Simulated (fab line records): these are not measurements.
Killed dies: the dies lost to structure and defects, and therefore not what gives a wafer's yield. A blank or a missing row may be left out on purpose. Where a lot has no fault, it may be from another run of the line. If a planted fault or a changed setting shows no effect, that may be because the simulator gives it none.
Struck lot and sound lot, side by side / flow ritCmos / 19 steps out of a route of 202
Sound: wafers L985.1, L985.3, L985.5. Wafers struck: L993.1, L993.2, L993.5. The cause is given at the end.
Per side, at each step with rows, come the tool, then ch with its chambers, and then its first start. Under that, the readings that differ: sound wafers / struck wafers / difference of the means / sigmas: that difference in standard deviations of wafers without a fault.
alike: words and numbers the same on both sides, and readings whose means are apart by under 2 such deviations; not compared: readings that were withheld, readings missing a value for some wafer, numbers with overlapping values and no deviation given by the record, and bounds like >300 which may hide the same value.
Wherever a step has rows on one side only, a row that says differs or no value, or a row with sigmas, the two part there. When numbers do not overlap yet have no deviation, they are printed without sigmas and do not part them. A reading that every wafer of one side lacks parts them only if that side has two wafers or more.

first, 2 steps without rows for these wafers: RIT_NSD_PEB_04; RIT_NSD_DEVELOP_05 (develop time 50 s).
RIT_NSD_OVL_MEAS_06:
  struck on overlay-01, day 4 16:50; sound on overlay-01, day 3 01:04
  alike: NSD_OVL
then, 2 steps without rows for these wafers: RIT_NSD_HARDBAKE_07 (time 60 s); RIT_NSD_IMPLANT_08.
RIT_NSD_STRIP_09: strips in O2, time 180 s.
  sound on plasmaAsher-04 ch 1, day 3 01:31; struck on plasmaAsher-04 ch 0,1, day 4 17:11
  alike: drypumpMotorCurrentA
  not compared: rfHoursCounterH
RIT_NSD_TW_MEAS_10:
  struck on filmMetro-02, day 4 17:21; sound on filmMetro-03, day 3 01:41
reading=NSD_TW; sound=3099 3093 3091; struck=3154 3142 3155; difference=+56; sigmas=+2
then, 5 steps without rows for these wafers: RIT_PSD_HMDS_00 (prime time 60 s); RIT_PSD_COAT_01 (resist thk 1000 nm); RIT_PSD_SOFTBAKE_02 (time 60 s); RIT_PSD_EXPOSE_03 (exposes mask M10, target cd 40900 nm); RIT_PSD_PEB_04.
RIT_PSD_DEVELOP_05: develop time 50 s.
  sound on lithoTrack-03 ch 0, day 3 02:00; struck on lithoTrack-03 ch 0, day 4 18:00
RIT_PSD_OVL_MEAS_06:
  struck on overlay-02, day 4 18:16; sound on overlay-02, day 3 02:36
  alike: PSD_OVL
then, 2 steps without rows for these wafers: RIT_PSD_HARDBAKE_07 (time 60 s); RIT_PSD_IMPLANT_08.
RIT_PSD_STRIP_09: strips in O2, time 180 s.
  sound on plasmaAsher-01 ch 0,1, day 3 02:56; struck on plasmaAsher-01 ch 0,1, day 4 18:36
  alike: drypumpMotorCurrentA
  not compared: rfHoursCounterH
RIT_PSD_TW_MEAS_10:
  struck on filmMetro-02, day 4 19:00; sound on filmMetro-01, day 3 03:07
reading=PSD_TW; sound=3416 3396 3419; struck=30 30 30; difference=-3380; sigmas=-99 or more
  not compared: hold
RIT_M1_PROBE_99:
  rows exist in the record for the sound wafers here (prober-01, day 3 11:02), none for the struck ones

WHERE THEY PART
Earliest at RIT_NSD_TW_MEAS_10; latest, in this record, at RIT_M1_PROBE_99.

WHY: what the simulator had put in
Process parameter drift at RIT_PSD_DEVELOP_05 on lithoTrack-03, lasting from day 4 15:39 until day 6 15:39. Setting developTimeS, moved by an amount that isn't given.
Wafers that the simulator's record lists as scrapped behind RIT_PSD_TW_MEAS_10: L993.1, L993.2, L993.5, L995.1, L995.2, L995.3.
